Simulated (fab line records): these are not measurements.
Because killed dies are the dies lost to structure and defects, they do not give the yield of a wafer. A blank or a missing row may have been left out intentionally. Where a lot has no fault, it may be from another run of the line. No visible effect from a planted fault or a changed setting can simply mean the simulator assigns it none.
The tool behind it: which one? | flow rit-cmos | Sampling: 14 lots, 42 wafers, 3 of 202 route steps

WHAT THE GAUGES SHOWED, per wafer
RIT_PWELL_TW_MEAS_10. Usual: for PWELL_TW the level is 947 and the standard deviation is 7.8.
lot  | measured    | on            | PWELL_TW                | flag
L671 | day 1 22:55 | film-metro-01 | 956 955 955             |
L672 | day 2 04:04 | film-metro-01 | 963 959 965             |
L673 | day 2 09:26 | film-metro-01 | 957 949 964             |
L674 | day 2 14:49 | film-metro-04 | 948 948 947             |
L677 | day 3 04:33 | film-metro-02 | 916 920 917 914 918 915 | OFF
L678 | day 3 23:11 | film-metro-02 | 919 919 923             | OFF
L683 | day 4 10:29 | film-metro-04 | 945 943 939             |
L685 | day 4 20:50 | film-metro-01 | 956 955 952             |
L686 | day 5 02:06 | film-metro-01 | 959 959 952             |
L688 | day 5 13:32 | film-metro-02 | 944 942 950             |
L691 | day 6 03:38 | film-metro-02 | 940 946 942             |
L692 | day 6 08:23 | film-metro-02 | 940 941 942             |
L693 | day 6 13:38 | film-metro-04 | 940 942 944             |
L694 | day 6 19:06 | film-metro-04 | 947 949 948             |

RIT_WELLDRIVE_RS_MEAS_02: measures by four-point-probe. Usual: for PWELL_RS the level is 429.0 ohm/sq and the standard deviation is 1.2.
lot  | measured    | on            | PWELL_RS (ohm/sq)                   | flag
L671 | day 2 04:11 | film-metro-04 | 428.8 429.0 428.8                   |
L672 | day 2 09:22 | film-metro-04 | 427.5 430.8 429.3                   |
L673 | day 2 14:43 | film-metro-01 | 428.0 429.0 428.6                   |
L674 | day 2 20:05 | film-metro-01 | 430.6 430.1 429.5                   |
L677 | day 3 15:07 | film-metro-01 | 444.1 443.4 444.1 443.5 443.3 444.3 | OFF
L678 | day 4 04:26 | film-metro-01 | 443.1 442.8 442.7 443.2 442.2 443.0 | OFF
L683 | day 4 16:40 | film-metro-01 | 431.1 432.3 429.9                   |
L685 | day 5 03:02 | film-metro-02 | 430.3 429.3 430.1                   |
L686 | day 5 08:05 | film-metro-04 | 429.2 428.7 429.5                   |
L688 | day 5 19:01 | film-metro-01 | 428.8 428.8 429.1                   |
L691 | day 6 09:17 | film-metro-01 | 429.2 430.3 430.0                   |
L692 | day 6 13:40 | film-metro-01 | 429.1 428.2 428.3                   |
L693 | day 6 18:55 | film-metro-01 | 431.1 429.3 429.0                   |
L694 | day 7 00:22 | film-metro-01 | 426.6 428.1 429.2                   |

TOOL THAT RAN EACH LOT (tool first, then ch and the chambers of the sampled wafers, then the start)
lot  | RIT_PWELL_IMPLANT_08
L671 | implanter-04 ch 0, day 1 22:36
L672 | implanter-04 ch 0, day 2 03:47
L673 | implanter-03 ch 0, day 2 09:07
L674 | implanter-01 ch 0, day 2 14:31
L677 | implanter-04 ch 0, day 3 04:14
L678 | implanter-04 ch 0, day 3 22:51
L683 | implanter-01 ch 0, day 4 10:10
L685 | implanter-03 ch 0, day 4 20:32
L686 | implanter-01 ch 0, day 5 01:47
L688 | implanter-01 ch 0, day 5 13:12
L691 | implanter-03 ch 0, day 6 03:19
L692 | implanter-01 ch 0, day 6 08:05
L693 | implanter-03 ch 0, day 6 13:20
L694 | implanter-01 ch 0, day 6 18:47
- RIT_PWELL_IMPLANT_08

AS READ BY THE TOOLS THEMSELVES (means over the sampled wafers that have a number; for cases with no such wafer, the mark the record gives instead)
RIT_PWELL_IMPLANT_08. Usual: beam-energy-keV at 169.99, with a standard deviation of 0.049.
lot  | tool         | beam-energy-keV | flag
L671 | implanter-04 | 169.97          |
L672 | implanter-04 | 169.91          |
L673 | implanter-03 | 170.02          |
L674 | implanter-01 | 170.00          |
L677 | implanter-04 | 119.00          | OFF
L678 | implanter-04 | 118.98          | OFF
L683 | implanter-01 | 170.05          |
L685 | implanter-03 | 169.96          |
L686 | implanter-01 | 169.94          |
L688 | implanter-01 | 170.05          |
L691 | implanter-03 | 169.94          |
L692 | implanter-01 | 169.95          |
L693 | implanter-03 | 170.04          |
L694 | implanter-01 | 169.98          |

THE ANSWER, worked out from the rows above alone
Rule: a lot is off if the mean of its wafers that have a number lies more than 3 standard deviations from the usual mean. Also off: a lot with no number at a reading for which 4 or more lots have one. All remaining lots with rows at the step are treated as sound. After the gauges, taken in route order, come the tools' own readings; for these a lot's mean is taken, as printed above. The first step at which some lot is off is used, and at that step the reading that is off furthest; a lot without a number counts as furthest.
Off: L677, L678, at RIT_PWELL_TW_MEAS_10 (PWELL_TW).
If a tool, at a process step before that reading, ran all the lots that are off and no sound lot after the first of them, it fits. Not tried: the gauges at RIT_PWELL_TW_MEAS_10; whatever is off there is also off at RIT_WELLDRIVE_RS_MEAS_02, on other tools, and gauge error can't account for it. One candidate fits, namely implanter-04 at RIT_PWELL_IMPLANT_08. A fault onset in the window from L672 (day 2 03:47, its last sound lot) to L677 (day 3 04:14, its first lot off) fits.
The tool's own readings at RIT_PWELL_IMPLANT_08 bear it out: on the lots that are off they differ by more than 5 times the standard deviation of the sound lots' means. beam-energy-keV reads 118.99 there against 169.98 on the sound lots.

WHAT HAD BEEN PUT IN BY THE SIMULATOR
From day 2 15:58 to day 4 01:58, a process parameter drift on implanter-04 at RIT_PWELL_IMPLANT_08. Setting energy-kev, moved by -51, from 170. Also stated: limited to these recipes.
Struck lots among those shown: L677, L678. This agrees with what the rule above found.
